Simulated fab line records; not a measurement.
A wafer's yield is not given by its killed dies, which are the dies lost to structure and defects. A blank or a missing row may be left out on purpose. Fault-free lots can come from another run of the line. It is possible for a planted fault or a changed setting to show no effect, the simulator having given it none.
fab line records ; flow ritCmos
record: lots: 5; wafers: 15; lastDay: 7
route steps=202 shown PRETRO@69 GATE@75 FOX2@80 M1@202
lots with no fault: from the same line, run without faults
startH: start of the lot's first displayed wafer, in hours after the record's first day ; waitH: hours since the lot's step before ; " as in the row above ; L1.1+2: several wafers, shown together as one row ; - no value, or no start given ; * or withheld: withheld ; < > ~ a bound
route shown NAME@n: NAME is a module with steps in the file, n the number in the route of the first one ; usual: mean and standard deviation over wafers with no fault ; same: alike in all rows ; chamber/n: place in a boat ; sites: the reading at each site ; _std_site: standard deviation of those values ; _edge_site: outer sites' mean less inner sites' ; radiusMm: for every site, how far away it sits from the centre of the wafer ; mask NAME#n: copy n ; behind: the last tool/chamber to shape the wafer ; hold: reason for holding the lot/hours on hold/outcome of the hold ; device: the n, p or np transistor that did not switch ; end of line: the same wafers' tests at the end of the route ; where a step has no rows: the recipe by itself ; killed: at the first sort, the dies lost to defects and structure; wafer yield is something else ; map: per-die view of a wafer (x killed, . not killed, _ where there is no die)
set.NAME: the setting the step ran with; set.NAME@STEP: the setting that earlier step ran with ; model.NAME: the simulator's own value behind a step, which no gauge read
lots at selected steps of the route; one table per step, one row per wafer
services: from which hour (startH, from the record's first day; less than 0 if before it) a tool's chamber was out of use, for how many hours, and why
== steps ==
step: RIT_PRETRO_DEVELOP_05
recipe: resist: NOVOLAK; developTimeS: 68; devTempC: 23
step: RIT_PRETRO_OVL_MEAS_06
usual: PRETRO_OVL: 0.2/1.3
lot.wafer;tool;chamber;startH;waitH;PRETRO_OVL[nm]
L852.3;overlay-01;-;52.10;-;1.6
L852.4;overlay-01;-;52.10;-;1.2
L852.5;overlay-01;-;52.10;-;0.4
L856.2;overlay-02;-;71.87;-;-0.3
L856.3;overlay-02;-;71.87;-;-0.4
L856.6;overlay-02;-;71.87;-;-1.8
L857.1;overlay-01;-;75.85;-;0.7
L857.2;overlay-01;-;75.85;-;0.4
L857.5;overlay-01;-;75.85;-;1.1
L864.1;overlay-01;-;110.62;-;-0.6
L864.4;overlay-01;-;110.62;-;0.9
L864.6;overlay-01;-;110.62;-;1.9
L868.1;overlay-01;-;130.95;-;3.0
L868.4;overlay-01;-;130.95;-;-1.1
L868.6;overlay-01;-;130.95;-;2.2
step: RIT_PRETRO_HARDBAKE_07
recipe: resist: NOVOLAK; tempC: 141.3; timeS: 120
step: RIT_PRETRO_IMPLANT_08
recipe: species: B; energyKev: 45; doseCm2: 1.2e+13; tiltDeg: 7
step: RIT_PRETRO_STRIP_09
recipe: chemistry: O2; timeS: 180; resist: NOVOLAK; platenTempC: withheld; powerW: 500; pressureMtorr: 4000; o2FlowSccm: 4000
usual: drypumpMotorCurrentA: 5.5/0.31
lot.wafer;tool;chamber;startH;waitH;drypumpMotorCurrentA;rfHoursCounterH
L852.3;plasmaAsher-04;1;52.58;0.1;5.5;-
L852.4;plasmaAsher-04;0;52.58;0.1;5.8;-
L852.5;plasmaAsher-04;0;52.58;0.1;5.8;-
L856.2;plasmaAsher-02;0;72.30;0.1;5.3;44
L856.3;plasmaAsher-02;1;72.30;0.1;5.7;-
L856.6;plasmaAsher-02;0;72.30;0.1;5.3;-
L857.1;plasmaAsher-04;1;76.29;0.1;5.5;45
L857.2;plasmaAsher-04;0;76.29;0.1;5.8;45
L857.5;plasmaAsher-04;0;76.29;0.1;5.8;-
L864.1;plasmaAsher-02;1;111.05;0.1;5.7;48
L864.4;plasmaAsher-02;0;111.05;0.1;5.3;-
L864.6;plasmaAsher-02;1;111.05;0.1;5.7;-
L868.1;plasmaAsher-02;1;131.38;0.1;5.8;50
L868.4;plasmaAsher-02;0;131.38;0.1;5.3;-
L868.6;plasmaAsher-02;1;131.38;0.1;5.8;-
step: RIT_PRETRO_TW_MEAS_10
usual: PRETRO_TW: 473/3.3
lot.wafer;tool;chamber;startH;waitH;PRETRO_TW
L852.3;filmMetro-04;-;52.72;0.1;476
L852.4;filmMetro-04;-;52.72;0.1;473
L852.5;filmMetro-04;-;52.72;0.1;475
L856.2;filmMetro-02;-;72.49;0.1;466
L856.3;filmMetro-02;-;72.49;0.1;473
L856.6;filmMetro-02;-;72.49;0.1;469
L857.1;filmMetro-02;-;76.47;0.1;465
L857.2;filmMetro-02;-;76.47;0.1;466
L857.5;filmMetro-02;-;76.47;0.1;469
L864.1;filmMetro-04;-;111.23;0.1;472
L864.4;filmMetro-04;-;111.23;0.1;474
L864.6;filmMetro-04;-;111.23;0.1;471
L868.1;filmMetro-04;-;131.56;0.1;470
L868.4;filmMetro-04;-;131.56;0.1;467
L868.6;filmMetro-04;-;131.56;0.1;471
step: RIT_GATE_WET_ETCH_00
recipe: chemistry: BOE; target: SiO2; targetDepthNm: 56; timeS: 60; dry: n2Spin; dilution: 10:1; tempC: 21.5
step: RIT_GATE_CLEAN_01
recipe: chemistry: SC1; mix: 3:3:50; timeS: 600; tempC: 75
step: RIT_GATE_CLEAN_02
recipe: chemistry: dHF; dilution: 50:1; timeS: 30
step: RIT_GATE_CLEAN_03
recipe: chemistry: SC2; mix: 3:3:50; timeS: 600; tempC: 75; dry: n2Spin
step: RIT_GATE_CLEAN_04
recipe: chemistry: dHF; dilution: 50:1; timeS: 60; dry: n2Spin
step: RIT_FOX2_THK_MEAS_91
recipe: reads: SiO2_of_FOX2_OXIDATION_00
usual: FIELD_OXIDE_LEFT_2_THK: 247/6.2
lot.wafer;tool;chamber;startH;waitH;FIELD_OXIDE_LEFT_2_THK[nm]
L852.3;filmMetro-03;-;53.20;0.0;241
L852.4;filmMetro-03;-;53.20;0.0;240
L852.5;filmMetro-03;-;53.20;0.0;245
L856.2;filmMetro-03;-;72.97;0.0;239
L856.3;filmMetro-03;-;72.97;0.0;236
L856.6;filmMetro-03;-;72.97;0.0;238
L857.1;filmMetro-04;-;76.94;0.0;238
L857.2;filmMetro-04;-;76.94;0.0;241
L857.5;filmMetro-04;-;76.94;0.0;242
L864.1;filmMetro-03;-;111.72;0.0;248
L864.4;filmMetro-03;-;111.72;0.0;247
L864.6;filmMetro-03;-;111.72;0.0;243
L868.1;filmMetro-03;-;132.07;0.0;252
L868.4;filmMetro-03;-;132.07;0.0;248
L868.6;filmMetro-03;-;132.07;0.0;248
step: RIT_GATE_OXIDATION_05
recipe: tempC: 900; ambient: O2; targetThkA: 30; oxTimeS: 270
usual: oxTempC: 900.1/0.41
lot.wafer;tool;chamber;startH;waitH;oxTempC;model.SiO2_of_GATE_OXIDATION_05.thkNm
L852.3;furnace-01;0;53.24;0.0;900.0;2.993
L852.4;furnace-01;0;53.24;0.0;900.1;2.988
L852.5;furnace-01;0;53.24;0.0;899.5;2.967
L856.2;furnace-03;0;73.55;0.6;900.8;3
L856.3;furnace-03;0;73.55;0.6;900.4;2.978
L856.6;furnace-03;0;73.55;0.6;900.6;2.965
L857.1;furnace-01;0;77.83;0.9;900.6;2.973
L857.2;furnace-01;0;77.83;0.9;900.4;2.95
L857.5;furnace-01;0;77.83;0.9;900.5;2.913
L864.1;furnace-04;0;111.96;0.2;899.7;3.002
L864.4;furnace-04;0;111.96;0.2;899.6;2.984
L864.6;furnace-04;0;111.96;0.2;899.6;2.96
L868.1;furnace-01;0;132.13;0.1;899.7;3.281
L868.4;furnace-01;0;132.13;0.1;899.6;3.27
L868.6;furnace-01;0;132.13;0.1;899.4;3.229
step: RIT_GATE_ANNEAL_06
recipe: tempC: 900; timeS: 600; ambient: N2O
step: RIT_GATE_THK_MEAS_07
recipe: reads: SiO2_of_GATE_OXIDATION_05
usual: GATE_OXIDE_THK: 3.00/0.065
lot.wafer;tool;chamber;startH;waitH;GATE_OXIDE_THK[nm]
L852.3;filmMetro-03;-;54.58;0.0;3.00
L852.4;filmMetro-03;-;54.58;0.0;2.98
L852.5;filmMetro-03;-;54.58;0.0;2.95
L856.2;filmMetro-03;-;76.20;0.0;3.02
L856.3;filmMetro-03;-;76.20;0.0;2.96
L856.6;filmMetro-03;-;76.20;0.0;3.00
L857.1;filmMetro-03;-;79.16;0.0;2.98
L857.2;filmMetro-03;-;79.16;0.0;2.94
L857.5;filmMetro-03;-;79.16;0.0;2.94
L864.1;filmMetro-03;-;113.28;0.0;2.99
L864.4;filmMetro-03;-;113.28;0.0;2.95
L864.6;filmMetro-03;-;113.28;0.0;2.91
L868.1;filmMetro-04;-;133.74;0.0;3.29
L868.4;filmMetro-04;-;133.74;0.0;3.27
L868.6;filmMetro-04;-;133.74;0.0;3.24
step: RIT_GATE_CVD_08
recipe: material: poly-Si; targetThkNm: 250; tempC: 610; precursor: SiH4; timeS: 2220; pressureMtorr: 300; sih4FlowSccm: 100
step: RIT_M1_PROBE_99
usual: killedAtFrontEnd: 7/3.2; killedDies: 7/3.2; killedOpen: 3.6/2.1; killedShort: 3.5/2.1
same: grossDies: 264; killed_at_M0_to_M3: 0; killed_at_M4_up: 0; killedAtBackSide: 0; killedAtContacts: 0; killedAtOther: 0
lot.wafer;tool;chamber;startH;waitH;killedAtFrontEnd;killedDies;killedOpen;killedShort;model.etest.pmos_0p3.rOnOhmUm;model.etest.nmos_0p3.rOnOhmUm;model.etest.nmos_0p15.driveUaUm;model.etest.nmosNarrow.driveUaUm;model.etest.nmos_0p3.driveUaUm;model.etest.pmos_0p15.driveUaUm;model.etest.nmosTurned.driveUaUm;model.etest.pmosTurned.driveUaUm
L852.3;prober-02;-;78.05;0.2;6;6;4;2;6185;2137;491.1;229.3;223.7;266.1;331.7;190.2
L852.4;prober-02;-;78.10;0.2;5;5;2;3;6218;2151;492.7;232.5;227.1;265.2;327.3;189.2
L852.5;prober-02;-;78.15;0.2;3;3;2;1;6104;2102;494.7;232.5;228.6;273.8;341.2;197.9
L856.2;prober-02;-;99.59;0.1;12;12;3;9;6272;2140;470.1;229.4;226.9;251.3;337.9;185.6
L856.3;prober-02;-;99.64;0.2;11;11;8;3;6154;2096;478.1;228.6;229.7;260.7;345.2;193.6
L856.6;prober-02;-;99.79;0.2;7;7;4;3;6141;2075;473.5;230.8;231.1;255.8;341;189.7
L857.1;prober-01;-;103.04;0.1;6;6;5;1;5960;2123;483.5;234.3;230.3;280.5;343;214.5
L857.2;prober-01;-;103.09;0.1;11;11;7;4;5911;2099;481.3;230.7;232.4;279.6;339.2;212
L857.5;prober-01;-;103.24;0.2;5;5;2;3;5881;2112;471.8;232.8;233.7;275.3;336.8;211.3
L864.1;prober-02;-;137.91;0.1;8;8;2;6;6298;2142;486.4;227.7;227.1;265.4;337.2;195
L864.4;prober-02;-;138.06;0.2;10;10;4;6;6133;2089;486.7;227;232.3;269.5;335.6;193.8
L864.6;prober-02;-;138.16;0.2;10;10;7;3;6106;2108;481.6;234.9;233.9;266.3;339.7;199
L868.1;prober-02;-;156.39;0.1;5;5;1;4;6662;2199;458.2;203.3;208;249.1;331.4;186.2
L868.4;prober-02;-;156.54;0.2;2;2;1;1;6585;2189;455.6;203.6;206.7;248.8;330.9;188.7
L868.6;prober-02;-;156.64;0.2;7;7;2;4;6571;2223;459.7;206.8;209.6;250;331.1;187.7
killed by level:class
L852.3 GATE:geometricParticle:open=4 FOX1:geometricParticle:short=1 GATE:geometricParticle:short=1
L852.4 GATE:geometricParticle:short=1 REOX:geometricParticle:open=1 SPACER:geometricParticle:short=1 SILICIDE:geometricParticle:short=1 SILICIDE:geometricParticle:open=1
L852.5 SPACER:geometricParticle:open=1 SILICIDE:geometricParticle:short=1 SILICIDE:geometricParticle:open=1
L856.2 SILICIDE:geometricParticle:short=4 REOX:geometricParticle:short=2 FOX1:geometricParticle:short=1 GATE:geometricParticle:open=1 GATE:geometricParticle:short=1 REOX:geometricParticle:open=1 SPACER:geometricParticle:short=1 SILICIDE:geometricParticle:open=1
L856.3 REOX:geometricParticle:open=3 SPACER:geometricParticle:open=3 GATE:geometricParticle:short=1 GATE:geometricParticle:open=1 SPACER:geometricParticle:short=1 SILICIDE:geometricParticle:short=1 SILICIDE:geometricParticle:open=1
L856.6 SPACER:geometricParticle:short=3 GATE:geometricParticle:open=1 REOX:geometricParticle:open=1 SPACER:geometricParticle:open=1 SILICIDE:geometricParticle:open=1
L857.1 GATE:geometricParticle:open=2 REOX:geometricParticle:open=2 FOX2:geometricParticle:open=1 GATE:geometricParticle:short=1
L857.2 FOX1:geometricParticle:open=2 GATE:geometricParticle:short=2 GATE:geometricParticle:open=2 REOX:geometricParticle:open=2 SILICIDE:geometricParticle:short=2 SILICIDE:geometricParticle:open=1
L857.5 FOX1:geometricParticle:short=1 REOX:geometricParticle:open=1 REOX:geometricParticle:short=1 SPACER:geometricParticle:open=1 SPACER:geometricParticle:short=1
L864.1 GATE:geometricParticle:short=4 FOX1:geometricParticle:short=1 GATE:geometricParticle:open=1 REOX:geometricParticle:open=1 SILICIDE:geometricParticle:short=1
L864.4 SPACER:geometricParticle:short=3 FOX1:geometricParticle:short=2 GATE:geometricParticle:open=2 SPACER:geometricParticle:open=2 GATE:geometricParticle:short=1
L864.6 GATE:geometricParticle:open=4 SPACER:geometricParticle:short=2 SPACER:geometricParticle:open=2 GATE:geometricParticle:short=1 SILICIDE:geometricParticle:open=1
L868.1 GATE:geometricParticle:short=2 REOX:geometricParticle:short=2 GATE:geometricParticle:open=1
L868.4 FOX1:geometricParticle:short=1 SILICIDE:geometricParticle:open=1
L868.6 GATE:geometricParticle:short=2 GATE:geometricParticle:open=1 REOX:geometricParticle:short=1 SPACER:geometricParticle:open=1 SILICIDE:geometricParticle:short=1 GATE:coatMicrobubblePrinted=1
== services ==
tool;chamber;startH;hours;kind
plasmaAsher-04;-;54.47;2.2;repair
furnace-04;-;68.91;3.7;pm
furnace-03;-;98.95;1.7;pm
plasmaAsher-04;-;108.75;9.0;pm
plasmaAsher-04;0;108.75;9.0;ventCycle
plasmaAsher-04;1;108.75;9.0;ventCycle
plasmaAsher-04;0;117.75;-;clean
plasmaAsher-04;1;117.75;-;clean
plasmaAsher-02;-;122.05;2.1;repair
== key ==
firstSign: step: RIT_GATE_THK_MEAS_07; reading: GATE_OXIDE_THK; direction: up; sigmas: 4.1; usual: 3.00; struck: 3.27
effect none on later readings
modelEffect: step: RIT_GATE_OXIDATION_05; value: SiO2_of_GATE_OXIDATION_05.thkNm; without: 3.021; struck: 3.26
modelEffect: step: RIT_M1_PROBE_99; value: etest.pmos_0p3.rOnOhmUm; without: 6186; struck: 6606
metAt RIT_GATE_OXIDATION_05
struckWafers L868.1,L868.4,L868.6
testerLeftOut L868
onsetBetween 77.83 132.13
alsoFits time
fault: kind: processParameterDrift; tool: furnace-01; chamber: -; onsetH: 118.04; steps: RIT_GATE_OXIDATION_05; channel: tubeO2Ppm; offset: 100; shape: step; endH: 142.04
testerLeftOut: of these lots the tester's yield and bins aren't shown, on N5 and GAA mostly nor the transistor test; their killed dies are dies lost to structure and defects alone, not to doping, threshold or leakage, so they don't give the yield
